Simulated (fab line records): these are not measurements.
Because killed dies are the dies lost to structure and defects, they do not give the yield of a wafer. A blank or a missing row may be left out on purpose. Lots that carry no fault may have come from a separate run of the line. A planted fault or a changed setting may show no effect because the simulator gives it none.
A struck lot beside a sound one    flow berkeley cmos170    27 steps out of a route of 331
Sound: wafers L317.1, L317.4, L317.6. Struck: wafers L324.2, L324.4, L324.6. The cause comes at the end.
For every step that has rows: the tool of each side, followed by ch and its chambers, followed by its first start. Under that, the readings that differ: sound wafers    struck wafers    difference of the means    sigmas: that difference in standard deviations of wafers without a fault.
alike: same words and numbers on both sides, and readings whose means sit less than 2 such deviations apart. not compared: any withheld reading, any reading some wafer has no value for, any bound like >300 that may hide the same value, and any number with overlapping values for which the record gives no deviation.
The two part at a step that has a row with sigmas, a row that says differs or no value, or rows on one side only. Non-overlapping numbers with no deviation appear without sigmas and do not part them. A reading missing from all wafers of one side parts the sides only when that side holds two or more wafers.

UCB170_SPACER_THK_MEAS_01:
  sound on film metro-01, day 7 10:21; struck on film metro-04, day 9 10:50
  alike: SPACER_TEOS_THK
then, 1 step without rows for these wafers: UCB170_SPACER_ANNEAL_02 (time 1800 s).
UCB170_SPACER_ETCHBACK_03: etches SiO2 in CHF3/CF4/Ar, stops on Si, target depth 376 nm, time 100 s.
  sound on rie diel-04 ch 1,2,3, day 7 13:16; struck on rie diel-02 ch 1,2, day 9 15:08
  alike: drypump motor current A, oes product au, throttle valve pct
  not compared: rf hours counter h
then, 6 steps without rows for these wafers: UCB170_PSD_HMDS_00 (prime time 60 s); UCB170_PSD_COAT_01 (resist thk 900 nm); UCB170_PSD_SOFTBAKE_02 (time 60 s); UCB170_PSD_EXPOSE_03 (exposes mask PSELECT MOD, target cd 1200 nm); UCB170_PSD_PEB_04; UCB170_PSD_DEVELOP_05 (develop time 45 s).
UCB170_PSD_CD_MEAS_06: the cd target is 1200 nm.
  sound on cd sem-02, day 7 16:17; struck on cd sem-01, day 9 16:36
  alike: cd nm
UCB170_PSD_OVL_MEAS_07:
  sound on overlay-02, day 7 16:24; struck on overlay-01, day 9 16:42
  alike: PSD_OVL
next, for these wafers, 1 step has no rows: UCB170_PSD_IMPLANT_08.
UCB170_PSD_STRIP_09: strips in O2.
  sound on plasma asher-04 ch 0,1, day 7 16:35; struck on plasma asher-04 ch 0, day 9 16:53
reading                               sound              struck             difference                     sigmas
oes product au (a.u.)                 0.597 0.601 0.603  0.443 0.433 0.437  -0.163                         -34
strip time to endpoint s (s)          29.52 29.44 29.50  - - -              no value on the struck wafers  
model.KrF_of_PSD_COAT_01.thk nm (nm)  0 0 0              691.3 691.2 689.2  +690.6                         
  alike: drypump motor current A
  not compared: rf hours counter h
UCB170_PSD_TW_MEAS_10:
  sound on film metro-04, day 7 16:41; struck on film metro-03, day 9 16:59
reading  sound           struck          difference  sigmas
PSD_TW   2351 2357 2373  2286 2288 2293  -71         -2
then, 7 steps without rows for these wafers: UCB170_PSD_CLEAN_11 (cleans in SPM, time 600 s); UCB170_NSD_HMDS_00 (prime time 60 s); UCB170_NSD_COAT_01 (resist thk 900 nm); UCB170_NSD_SOFTBAKE_02 (time 60 s); UCB170_NSD_EXPOSE_03 (exposes mask NSELECT MOD, target cd 1200 nm); UCB170_NSD_PEB_04; UCB170_NSD_DEVELOP_05 (develop time 45 s).
UCB170_NSD_CD_MEAS_06: the cd target is 1200 nm.
  sound on cd sem-02, day 7 18:17; struck on cd sem-01, day 9 19:23
  alike: cd nm
UCB170_NSD_OVL_MEAS_07:
  sound on overlay-01, day 7 18:24; struck on overlay-01, day 9 19:29
  alike: NSD_OVL
next, for these wafers, 1 step has no rows: UCB170_NSD_IMPLANT_08.
UCB170_NSD_STRIP_09: strips in O2.
  sound on plasma asher-04 ch 0,1, day 7 18:35; struck on plasma asher-01 ch 0,1, day 9 19:40
reading                       sound              struck             difference  sigmas
oes product au (a.u.)         0.530 0.534 0.535  0.610 0.616 0.608  +0.078      +19
strip time to endpoint s (s)  35.86 35.75 35.84  56.27 56.26 56.28  +20.45      +99 or more
  alike: drypump motor current A
  not compared: rf hours counter h
UCB170_NSD_TW_MEAS_10:
  sound on film metro-04, day 7 18:41; struck on film metro-04, day 9 19:46
reading  sound           struck    difference  sigmas
NSD_TW   4241 4237 4267  30 30 30  -4218       -78
then, 1 step without rows for these wafers: UCB170_NSD_CLEAN_11 (cleans in SPM, time 600 s).

## WHERE THEY PART
Earliest at UCB170_PSD_STRIP_09; latest, in this record, at UCB170_NSD_TW_MEAS_10.

WHY: what the simulator had put in
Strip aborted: plasma asher-04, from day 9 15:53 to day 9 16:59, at UCB170_PSD_STRIP_09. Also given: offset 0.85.
